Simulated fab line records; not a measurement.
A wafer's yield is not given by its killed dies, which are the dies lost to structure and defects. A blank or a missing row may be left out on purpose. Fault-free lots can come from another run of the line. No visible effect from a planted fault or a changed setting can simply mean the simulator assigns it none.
Split-lot study    flow berkeley-cmos170    23 wafers read from 5 lots, route of 331 steps

## SPLIT DETAILS
At UCB170_PVT_IMPLANT_07, the setting energy-kev was moved away from the recipe's 30 on 11 of the 23 wafers read, by -5.4% to +4.2%. For the rest of the wafers, this setting stayed at what the recipe calls for.

The reading is taken at the split's own step.

## THE READING
The simulator's own value implant.drp-nm, read by no gauge, in nm at UCB170_PVT_IMPLANT_07. There is no usual value for it anywhere in the file.

wafer   tool, chamber at the split  energy-kev as run  against the recipe  implant.drp-nm, nm  against lot-mates on the recipe
L074.2  implanter-04, 0             30.73              +2.4%               16.9                +0.34
L074.3  implanter-04, 0             30.73              +2.4%               16.9                +0.34
L074.5  implanter-04, 0             30.73              +2.4%               16.9                +0.34
L074.4  implanter-04, 0             30                 recipe              16.56               -
L074.6  implanter-04, 0             30                 recipe              16.56               -
L078.2  implanter-03, 0             30                 recipe              16.56               -
L078.3  implanter-03, 0             30                 recipe              16.56               -
L078.4  implanter-03, 0             30                 recipe              16.56               -
L075.1  implanter-03, 0             31.25              +4.2%               17.14               +0.58
L075.2  implanter-03, 0             31.25              +4.2%               17.14               +0.58
L075.5  implanter-03, 0             31.25              +4.2%               17.14               +0.58
L075.3  implanter-03, 0             30                 recipe              16.56               -
L075.4  implanter-03, 0             30                 recipe              16.56               -
L076.2  implanter-04, 0             28.37              -5.4%               16.01               -0.55
L076.5  implanter-04, 0             28.37              -5.4%               16.01               -0.55
L076.3  implanter-04, 0             30                 recipe              16.56               -
L076.4  implanter-04, 0             30                 recipe              16.56               -
L076.6  implanter-04, 0             30                 recipe              16.56               -
L085.1  implanter-04, 0             29.43              -1.9%               16.37               -0.19
L085.3  implanter-04, 0             29.43              -1.9%               16.37               -0.19
L085.4  implanter-04, 0             29.43              -1.9%               16.37               -0.19
L085.5  implanter-04, 0             30                 recipe              16.56               -
L085.6  implanter-04, 0             30                 recipe              16.56               -

THE FIT
A straight line over all 23 wafers: implant.drp-nm changes by +0.119 nm for each +1% of energy-kev; r = +0.99; the points scatter about the line by 0.038 nm.
The same after taking each lot's own level away (the mean of its wafers on the recipe; 23 wafers): +0.119 nm for each +1%; r = +0.99; scatter 0.038 nm.
According to that fit, moving energy-kev by its largest amount changes the reading by 0.65 nm.
The lots' own levels span 16.560 to 16.560 nm.
Hence the lot-to-lot level has little effect on the slope; both slopes agree.
Check: with one of the wafers moved furthest among these (-5.4%) left out of the fit, the line predicts -0.643 nm for it against its lot-mates. It came out at -0.55 nm against them.

## THE OTHER SPLITS THESE WAFERS WENT THROUGH
Other splits were also applied to these wafers ahead of the reading. Each is held against what the fit with the lots' levels taken away leaves over:
other split on the same wafers           wafers away from the commonest value  r with implant.drp-nm (lot level and that fit taken away)
UCB170_PWELL_CVD_05 sih2cl2-flow-sccm    18                                    -0.15
UCB170_PWELL_COAT_08 spin-rpm            8                                     -0.18
UCB170_PWELL_IMPLANT_15 dose-cm2         9                                     -0.01
UCB170_WELLDRIVE_OXIDATION_01 ox-time-s  10                                    +0.07
UCB170_SACOX_OXIDATION_01 ox-time-s      5                                     +0.02

## THE FILE'S OWN FIT
implant.drp-nm changes by +0.117 nm for each +1% of energy-kev, r = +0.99.
